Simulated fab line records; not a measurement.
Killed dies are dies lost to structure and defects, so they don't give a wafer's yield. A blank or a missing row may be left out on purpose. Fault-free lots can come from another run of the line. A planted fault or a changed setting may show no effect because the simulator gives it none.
Chamber matching || flow berkeleyCmos170 || UCB170_GATE_ETCH_15 on rieSi-01 has 4 sister chambers
The step etches poly-Si in HBr/Cl2, stops on SiO2, time 56.3 s, target depth 278.2 nm. 7 wafers are shown with their chamber, then 8 later ones without.

WAFERS PAIRED WITH THEIR CHAMBERS
{"wafer": "L858.2", "chamber": 0, "throttleValvePct (%)": 26.22, "oesProductAu (a.u.)": 0.804}
{"wafer": "L863.4", "chamber": 1, "throttleValvePct (%)": 26.30, "oesProductAu (a.u.)": 0.805}
{"wafer": "L865.3", "chamber": 3, "throttleValvePct (%)": 26.69, "oesProductAu (a.u.)": 0.839}
{"wafer": "L867.1", "chamber": 1, "throttleValvePct (%)": 26.29, "oesProductAu (a.u.)": 0.811}
{"wafer": "L867.3", "chamber": 3, "throttleValvePct (%)": 26.69, "oesProductAu (a.u.)": 0.839}
{"wafer": "L867.4", "chamber": 2, "throttleValvePct (%)": 26.57, "oesProductAu (a.u.)": 0.853}
{"wafer": "L869.2", "chamber": 2, "throttleValvePct (%)": 26.55, "oesProductAu (a.u.)": 0.851}

WAFERS WHOSE CHAMBER IS MISSING
{"wafer": "L869.4", "throttleValvePct (%)": 26.35, "oesProductAu (a.u.)": 0.820}
{"wafer": "L869.5", "throttleValvePct (%)": 26.30, "oesProductAu (a.u.)": 0.812}
{"wafer": "L876.1", "throttleValvePct (%)": 26.68, "oesProductAu (a.u.)": 0.834}
{"wafer": "L876.4", "throttleValvePct (%)": 26.34, "oesProductAu (a.u.)": 0.821}
{"wafer": "L876.6", "throttleValvePct (%)": 26.57, "oesProductAu (a.u.)": 0.853}
{"wafer": "L880.1", "throttleValvePct (%)": 26.34, "oesProductAu (a.u.)": 0.824}
{"wafer": "L880.3", "throttleValvePct (%)": 26.67, "oesProductAu (a.u.)": 0.830}
{"wafer": "L880.4", "throttleValvePct (%)": 26.30, "oesProductAu (a.u.)": 0.801}

CHAMBER TAKEN BY EACH
{"wafer": "L869.4", "from the rows above": 1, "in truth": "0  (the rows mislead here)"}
{"wafer": "L869.5", "from the rows above": 1, "in truth": 1}
{"wafer": "L876.1", "from the rows above": 3, "in truth": 3}
{"wafer": "L876.4", "from the rows above": 1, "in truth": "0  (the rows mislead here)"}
{"wafer": "L876.6", "from the rows above": 2, "in truth": 2}
{"wafer": "L880.1", "from the rows above": 1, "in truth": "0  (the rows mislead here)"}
{"wafer": "L880.3", "from the rows above": 3, "in truth": 3}
{"wafer": "L880.4", "from the rows above": 1, "in truth": 1}
Correct placement for 5 of the 8. Left unplaced by these rows: 0. Placed wrongly: 3.
How it was worked out, from the rows above alone: a wafer's distance from a chamber is the root of the sum, over the readings, of the square of ((its reading less the chamber's mean) divided by the reading's scatter). The wafer belongs to the nearest chamber; if the next one is less than 2 further off, it can't be placed. A chamber's mean is the mean of its shown wafers. The scatter: take each reading less its chamber's mean, square it, sum over the shown wafers, divide by the number of wafers less the number of chambers, and take the root.
